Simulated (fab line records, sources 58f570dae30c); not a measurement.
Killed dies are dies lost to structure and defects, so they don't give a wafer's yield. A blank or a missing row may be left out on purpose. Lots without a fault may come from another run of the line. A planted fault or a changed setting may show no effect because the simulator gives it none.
Split-lot experiment | flow berkeley_cmos170 | 5 lots, 23 wafers read, on a route of 331 steps

THE SPLIT
At UCB170_GATE_EXPOSE_09 (exposes mask POLY, target cd 350 nm), the setting dose_mj was moved away from the recipe's 21 on 8 of the 23 wafers read, by -6.4% to +5.0%. The other wafers ran this setting at the recipe's value.

FROM THE SPLIT TO THE READING: what the file shows between them, 6 steps
- UCB170_GATE_PEB_10
- UCB170_GATE_DEVELOP_11: develop time 45 s
- UCB170_GATE_CD_MEAS_12: target cd 350 nm
- UCB170_GATE_ETCH_14: etches BARC in N2/H2
- UCB170_GATE_ETCH_15: etches poly-Si in HBr/Cl2, stops on SiO2, time 56.3 s, target depth 278.2 nm
- UCB170_GATE_STRIP_16: strips in O2

THE READING
cd_nm, in nm, at UCB170_GATE_CD_MEAS_90 (target cd 350 nm). Fault-free wafers of this fab line usually give 350.4 nm, standard deviation 1.5 nm.

wafer  | tool, chamber at the split | dose_mj as run | against the recipe | cd_nm, nm | against lot-mates on the recipe
L074.1 | krf_scanner-01, 0          | 21             | recipe             | 349.4     | -
L074.2 | krf_scanner-01, 0          | 20.56          | -2.1%              | 353.8     | +4.3
L074.3 | krf_scanner-01, 0          | 20.56          | -2.1%              | 352.1     | +2.6
L074.5 | krf_scanner-01, 0          | 20.56          | -2.1%              | 353.3     | +3.8
L074.6 | krf_scanner-01, 0          | 21             | recipe             | 349.6     | -
L076.2 | krf_scanner-01, 0          | 19.65          | -6.4%              | 361.5     | +12.5
L076.3 | krf_scanner-01, 0          | 21             | recipe             | 349.0     | -
L076.4 | krf_scanner-01, 0          | 19.65          | -6.4%              | 361.3     | +12.3
L076.5 | krf_scanner-01, 0          | 21             | recipe             | 348.6     | -
L076.6 | krf_scanner-01, 0          | 21             | recipe             | 349.3     | -
L078.1 | krf_scanner-01, 0          | 21             | recipe             | 348.4     | -
L078.2 | krf_scanner-01, 0          | 21             | recipe             | 347.6     | -
L078.4 | krf_scanner-01, 0          | 21             | recipe             | 347.7     | -
L078.5 | krf_scanner-01, 0          | 21             | recipe             | 347.2     | -
L078.6 | krf_scanner-01, 0          | 21             | recipe             | 350.6     | -
L081.1 | krf_scanner-02, 0          | 22.05          | +5.0%              | 342.9     | -10.3
L081.2 | krf_scanner-02, 0          | 21             | recipe             | 353.6     | -
L081.3 | krf_scanner-02, 0          | 22.05          | +5.0%              | 341.8     | -11.4
L081.5 | krf_scanner-02, 0          | 22.05          | +5.0%              | 340.8     | -12.4
L081.6 | krf_scanner-02, 0          | 21             | recipe             | 352.8     | -
L082.2 | krf_scanner-02, 0          | 21             | recipe             | 353.0     | -
L082.4 | krf_scanner-02, 0          | 21             | recipe             | 352.2     | -
L082.6 | krf_scanner-02, 0          | 21             | recipe             | 353.1     | -

THE FIT
A straight line over all 23 wafers: cd_nm changes by -1.69 nm for each +1% of dose_mj; r = -0.93; the points scatter about the line by 1.9 nm.
The same after taking each lot's own level away (the mean of its wafers on the recipe; 23 wafers): -2.07 nm for each +1%; r = -0.99; scatter 0.88 nm.
On that fit, the largest move of dose_mj shifts the reading by 13 nm.
The lots' own levels span 348.30 to 353.20 nm, that is 3.3 times the standard deviation above.
So the lot-to-lot level changes the slope: the two fits differ.
Check: with one of the wafers moved furthest among these (-6.4%) left out of the fit, the line predicts +13.2 nm for it against its lot-mates. It came out at +12.5 nm against them.

THE WHOLE CHAIN: every reading that the file lists as answering this split, in the file's order
step                   | what it does                                                                 | reading                                                     | change (the file's fit)              | r (the file's)
UCB170_GATE_CD_MEAS_12 | target cd 350 nm                                                             | cd_nm                                                       | -1.97 nm for each +1% of the setting | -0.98
UCB170_GATE_ETCH_15    | etches poly-Si in HBr/Cl2, stops on SiO2, time 56.3 s, target depth 278.2 nm | GATE.cd_nm (the simulator's own value, which no gauge read) | -2.01 nm for each +1% of the setting | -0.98
UCB170_GATE_CD_MEAS_90 | target cd 350 nm                                                             | cd_nm                                                       | -2.04 nm for each +1% of the setting | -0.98

THE FILE'S OWN FIT
cd_nm changes by -2.04 nm for each +1% of dose_mj, r = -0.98.
